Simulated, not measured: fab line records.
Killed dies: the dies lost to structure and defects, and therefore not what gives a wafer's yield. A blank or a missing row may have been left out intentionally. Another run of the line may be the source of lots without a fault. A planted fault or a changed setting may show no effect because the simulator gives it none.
Which tool was responsible? :: flow ritCmos :: Sampling: 13 lots, 39 wafers, 3 of 202 route steps

## WHAT EACH GAUGE READ, for each wafer
RIT_M1_RS_MEAS_01: the measuring method here is four-point-probe.
lot: L805
measured: day 3 08:47
on: filmMetro-01
M1_AL_RS (ohm/sq): 0.0726 0.0742 0.0734

lot: L806
measured: day 3 11:51
on: filmMetro-04
M1_AL_RS (ohm/sq): 0.0728 0.0740 0.0740

lot: L807
measured: day 3 16:49
on: filmMetro-04
M1_AL_RS (ohm/sq): 0.0748 0.0742 0.0753

lot: L808
measured: day 3 21:07
on: filmMetro-01
M1_AL_RS (ohm/sq): 0.0739 0.0743 0.0747

lot: L809
measured: day 4 06:17
on: filmMetro-02
M1_AL_RS (ohm/sq): 0.0733 0.0738 0.0742

lot: L810
measured: day 4 08:04
on: filmMetro-01
M1_AL_RS (ohm/sq): 0.0725 0.0725 0.0727

lot: L811
measured: day 4 15:05
on: filmMetro-02
M1_AL_RS (ohm/sq): 0.0731 0.0740 0.0746

lot: L815
measured: day 5 09:17
on: filmMetro-01
M1_AL_RS (ohm/sq): 0.0733 0.0724 0.0732

lot: L818
measured: day 6 01:53
on: filmMetro-02
M1_AL_RS (ohm/sq): 0.0733 0.0779 0.0726

lot: L821
measured: day 6 15:26
on: filmMetro-02
M1_AL_RS (ohm/sq): 0.0727 0.0729 0.0719

lot: L824
measured: day 7 13:19
on: filmMetro-04
M1_AL_RS (ohm/sq): 0.0734 0.0730 0.0738

lot: L826
measured: day 7 20:23
on: filmMetro-04
M1_AL_RS (ohm/sq): 0.0750 0.0745 0.0745

lot: L827
measured: day 8 04:52
on: filmMetro-01
M1_AL_RS (ohm/sq): 0.0729 0.0733 0.0731

RIT_M1_THK_MEAS_02: measures by xrf.
lot: L805
measured: day 3 08:54
on: filmMetro-01
M1_AL_THK (nm): 406 396 402

lot: L806
measured: day 3 11:58
on: filmMetro-04
M1_AL_THK (nm): 402 396 397

lot: L807
measured: day 3 16:56
on: filmMetro-04
M1_AL_THK (nm): 393 398 393

lot: L808
measured: day 3 21:13
on: filmMetro-01
M1_AL_THK (nm): 399 398 393

lot: L809
measured: day 4 06:24
on: filmMetro-02
M1_AL_THK (nm): 400 399 395

lot: L810
measured: day 4 08:11
on: filmMetro-01
M1_AL_THK (nm): 412 408 410

lot: L811
measured: day 4 15:13
on: filmMetro-02
M1_AL_THK (nm): 402 398 397

lot: L815
measured: day 5 09:24
on: filmMetro-01
M1_AL_THK (nm): 403 409 406

lot: L818
measured: day 6 01:59
on: filmMetro-02
M1_AL_THK (nm): 404 384 407

lot: L821
measured: day 6 15:33
on: filmMetro-02
M1_AL_THK (nm): 406 409 412

lot: L824
measured: day 7 13:26
on: filmMetro-04
M1_AL_THK (nm): 400 403 397

lot: L826
measured: day 7 20:30
on: filmMetro-04
M1_AL_THK (nm): 393 396 393

lot: L827
measured: day 8 04:59
on: filmMetro-01
M1_AL_THK (nm): 406 406 407

## WHICH TOOL RAN EACH LOT (tool, then ch and the chambers of the sampled wafers, then the start)
lot: L805
RIT_M1_SPUTTER_00: pvdSputter-04, day 3 08:29

lot: L806
RIT_M1_SPUTTER_00: pvdSputter-01, day 3 11:32

lot: L807
RIT_M1_SPUTTER_00: pvdSputter-04, day 3 16:30

lot: L808
RIT_M1_SPUTTER_00: pvdSputter-01, day 3 20:48

lot: L809
RIT_M1_SPUTTER_00: pvdSputter-01, day 4 05:59

lot: L810
RIT_M1_SPUTTER_00: pvdSputter-03, day 4 07:47

lot: L811
RIT_M1_SPUTTER_00: pvdSputter-01, day 4 14:48

lot: L815
RIT_M1_SPUTTER_00: pvdSputter-04, day 5 08:59

lot: L818
RIT_M1_SPUTTER_00: pvdSputter-01, day 6 01:34

lot: L821
RIT_M1_SPUTTER_00: pvdSputter-04, day 6 15:08

lot: L824
RIT_M1_SPUTTER_00: pvdSputter-04, day 7 13:00

lot: L826
RIT_M1_SPUTTER_00: pvdSputter-04, day 7 20:05

lot: L827
RIT_M1_SPUTTER_00: pvdSputter-03, day 8 04:35
- RIT_M1_SPUTTER_00: material Al, target thk 400 nm, time 500 s.

## AS READ BY THE TOOLS THEMSELVES (means over the sampled wafers that have a number; for cases with no such wafer, the mark the record gives instead)
RIT_M1_SPUTTER_00.
lot: L805
tool: pvdSputter-04
chamberPressurePa (Pa): 0.4000
throttleValvePct (%): 29.8

lot: L806
tool: pvdSputter-01
chamberPressurePa (Pa): 0.3998
throttleValvePct (%): 29.7

lot: L807
tool: pvdSputter-04
chamberPressurePa (Pa): 0.3991
throttleValvePct (%): 29.7

lot: L808
tool: pvdSputter-01
chamberPressurePa (Pa): 0.3999
throttleValvePct (%): 28.6

lot: L809
tool: pvdSputter-01
chamberPressurePa (Pa): 0.3998
throttleValvePct (%): 29.6

lot: L810
tool: pvdSputter-03
chamberPressurePa (Pa): 0.4002
throttleValvePct (%): 28.9

lot: L811
tool: pvdSputter-01
chamberPressurePa (Pa): 0.4004
throttleValvePct (%): 30.0

lot: L815
tool: pvdSputter-04
chamberPressurePa (Pa): 0.3990
throttleValvePct (%): 29.9

lot: L818
tool: pvdSputter-01
chamberPressurePa (Pa): 0.4407
throttleValvePct (%): 28.7

lot: L821
tool: pvdSputter-04
chamberPressurePa (Pa): 0.3999
throttleValvePct (%): 29.8

lot: L824
tool: pvdSputter-04
chamberPressurePa (Pa): 0.4004
throttleValvePct (%): 30.2

lot: L826
tool: pvdSputter-04
chamberPressurePa (Pa): 0.4005
throttleValvePct (%): 30.0

lot: L827
tool: pvdSputter-03
chamberPressurePa (Pa): 0.3996
throttleValvePct (%): 29.3

## THE ANSWER, worked out from the rows above alone
Rule: what is usual is taken from the lots themselves. The widest of any qualifying gaps counts: lots, ordered by their means at a reading, are off when they make up no more than a third of the lots, leave a main group of 4 or more, and stand apart from it by 3 or more times the standard deviation of that group's means. The tables above print the reading to a certain number of digits; a main group whose means all agree to those digits is not used. A lot without any number at a reading at which 4 lots or more have one is off too. Any other lot the step has rows for is counted as sound. After the gauges, taken in route order, come the tools' own readings; for these a lot's mean is taken, as printed above. The first step at which some lot is off is used, and at that step the reading that is off furthest; a lot without a number counts as furthest.
Off at RIT_M1_SPUTTER_00 (chamberPressurePa): L818. For the main group the mean is 0.3999 Pa and the standard deviation 0.00046.
If a tool, at that step or one of the process steps before it, ran each lot that is off and ran no sound lot following the first of them, it fits. One fits: RIT_M1_SPUTTER_00 on pvdSputter-01. A fault onset in the window from L811 (day 4 14:48, its last sound lot) to L818 (day 6 01:34, its first lot off) fits.
The tool's own readings at RIT_M1_SPUTTER_00 bear it out: on the lots that are off they differ by more than 5 times the standard deviation of the sound lots' means. chamberPressurePa reads 0.4407 Pa there against 0.3999 Pa on the sound lots.

## WHAT THE SIMULATOR HAD INSERTED
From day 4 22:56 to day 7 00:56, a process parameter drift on pvdSputter-01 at RIT_M1_SPUTTER_00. Setting chamberPressurePa shifted by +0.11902 from 0.4. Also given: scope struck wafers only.
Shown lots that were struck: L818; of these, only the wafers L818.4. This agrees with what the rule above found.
